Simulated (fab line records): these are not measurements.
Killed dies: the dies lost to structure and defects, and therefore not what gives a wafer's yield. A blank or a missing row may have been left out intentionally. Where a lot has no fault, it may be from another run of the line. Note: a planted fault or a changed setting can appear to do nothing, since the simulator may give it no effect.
Which tool did it? :: flow rit-cmos :: 14 lots with 42 wafers sampled at 2 steps, on a route of 202 steps

WHAT EACH GAUGE READ, for each wafer
RIT_FOX1_THK_MEAS_01.
lot: L264
measured: day 1 23:30
on: film-metro-03
FOX1_OXIDE_THK (nm): 347 349 343

lot: L266
measured: day 2 10:11
on: film-metro-04
FOX1_OXIDE_THK (nm): 344 346 342

lot: L267
measured: day 2 13:37
on: film-metro-02
FOX1_OXIDE_THK (nm): 345 350 340

lot: L268
measured: day 2 20:33
on: film-metro-03
FOX1_OXIDE_THK (nm): 350 347 345

lot: L269
measured: day 3 01:01
on: film-metro-03
FOX1_OXIDE_THK (nm): 355 353 347

lot: L270
measured: day 3 05:15
on: film-metro-04
FOX1_OXIDE_THK (nm): 345 346 341

lot: L271
measured: day 3 12:37
on: film-metro-02
FOX1_OXIDE_THK (nm): 346 348 341

lot: L274
measured: day 4 05:05
on: film-metro-02
FOX1_OXIDE_THK (nm): 335 335 334

lot: L275
measured: day 4 09:37
on: film-metro-04
FOX1_OXIDE_THK (nm): 344 343 346

lot: L277
measured: day 4 19:48
on: film-metro-02
FOX1_OXIDE_THK (nm): 215 216 222

lot: L279
measured: day 5 06:23
on: film-metro-02
FOX1_OXIDE_THK (nm): 224 222 232

lot: L284
measured: day 6 03:32
on: film-metro-02
FOX1_OXIDE_THK (nm): 347 347 347

lot: L285
measured: day 6 14:26
on: film-metro-02
FOX1_OXIDE_THK (nm): 367 354 357

lot: L286
measured: day 6 14:25
on: film-metro-04
FOX1_OXIDE_THK (nm): 346 347 353

WHICH TOOL RAN EACH LOT (tool, then ch and the chambers of the sampled wafers, then the start)
lot: L264
RIT_FOX1_OXIDATION_00: furnace-04 ch 0, day 1 22:11

lot: L266
RIT_FOX1_OXIDATION_00: furnace-04 ch 0, day 2 08:51

lot: L267
RIT_FOX1_OXIDATION_00: furnace-04 ch 0, day 2 12:18

lot: L268
RIT_FOX1_OXIDATION_00: furnace-04 ch 0, day 2 19:13

lot: L269
RIT_FOX1_OXIDATION_00: furnace-04 ch 0, day 2 23:41

lot: L270
RIT_FOX1_OXIDATION_00: furnace-03 ch 0, day 3 03:56

lot: L271
RIT_FOX1_OXIDATION_00: furnace-04 ch 0, day 3 11:18

lot: L274
RIT_FOX1_OXIDATION_00: furnace-04 ch 0, day 4 03:46

lot: L275
RIT_FOX1_OXIDATION_00: furnace-03 ch 0, day 4 08:19

lot: L277
RIT_FOX1_OXIDATION_00: furnace-03 ch 0, day 4 18:28

lot: L279
RIT_FOX1_OXIDATION_00: furnace-03 ch 0, day 5 05:05

lot: L284
RIT_FOX1_OXIDATION_00: furnace-04 ch 0, day 6 02:13

lot: L285
RIT_FOX1_OXIDATION_00: furnace-01 ch 0, day 6 13:06

lot: L286
RIT_FOX1_OXIDATION_00: furnace-01 ch 0, day 6 13:06
- RIT_FOX1_OXIDATION_00: target thk 350.7 nm, ox time 1130 s.

WHAT THE TOOLS THEMSELVES READ (means of the sampled wafers that have a number; where no wafer has one, the mark that the record gives instead)
RIT_FOX1_OXIDATION_00.
lot: L264
tool: furnace-04
spike-tc-load-C (C): 1128.2
tube_center_temp_C_max: 1102.8

lot: L266
tool: furnace-04
spike-tc-load-C (C): 1127.9
tube_center_temp_C_max: 1103.2

lot: L267
tool: furnace-04
spike-tc-load-C (C): 1127.3
tube_center_temp_C_max: 1102.5

lot: L268
tool: furnace-04
spike-tc-load-C (C): 1127.6
tube_center_temp_C_max: 1102.9

lot: L269
tool: furnace-04
spike-tc-load-C (C): 1127.6
tube_center_temp_C_max: 1102.9

lot: L270
tool: furnace-03
spike-tc-load-C (C): 1127.1
tube_center_temp_C_max: 1102.5

lot: L271
tool: furnace-04
spike-tc-load-C (C): 1128.0
tube_center_temp_C_max: 1102.8

lot: L274
tool: furnace-04
spike-tc-load-C (C): 1128.3
tube_center_temp_C_max: 1102.7

lot: L275
tool: furnace-03
spike-tc-load-C (C): 1127.2
tube_center_temp_C_max: 1103.2

lot: L277
tool: furnace-03
spike-tc-load-C (C): 1127.5
tube_center_temp_C_max: 1102.9

lot: L279
tool: furnace-03
spike-tc-load-C (C): 1126.9
tube_center_temp_C_max: 1102.7

lot: L284
tool: furnace-04
spike-tc-load-C (C): 1128.0
tube_center_temp_C_max: 1102.6

lot: L285
tool: furnace-01
spike-tc-load-C (C): 1129.6
tube_center_temp_C_max: 1102.7

lot: L286
tool: furnace-01
spike-tc-load-C (C): 1129.8
tube_center_temp_C_max: 1102.5

THE ANSWER, worked out from the rows above alone
Rule: usual is defined by the lots themselves. Put in order of their means at a reading, lots are off if they are a third of the lots or fewer, leave a main group of 4 or more, and stand apart from it by a gap of 3 or more times the standard deviation of the main group's means; of several such gaps the widest counts. If all means in a main group match to the digits the tables above print for the reading, that group is not used. Also off: a lot with no number at a reading for which 4 or more lots have one. All remaining lots with rows at the step are treated as sound. First the gauges in route order, then the tools' own readings, where a lot's mean is used as printed above. The first step at which some lot is off is used, and at that step the reading that is off furthest; a lot without a number counts as furthest.
Off: L277, L279, at RIT_FOX1_THK_MEAS_01 (FOX1_OXIDE_THK). The main group has a mean of 346 nm with a standard deviation of 5.5.
If a tool, at a process step before that reading, ran all the lots that are off and no sound lot after the first of them, it fits. The gauges at RIT_FOX1_THK_MEAS_01 are tried like those tools. One fits: furnace-03 at RIT_FOX1_OXIDATION_00. A fault onset in the window from L275 (day 4 08:19, its last sound lot) to L277 (day 4 18:28, its first lot off) fits.

WHAT THE SIMULATOR PUT IN
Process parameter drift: furnace-03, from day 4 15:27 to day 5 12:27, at RIT_FOX1_OXIDATION_00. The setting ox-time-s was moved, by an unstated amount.
Struck lots among those shown: L277, L279. The rule above reached the same finding.
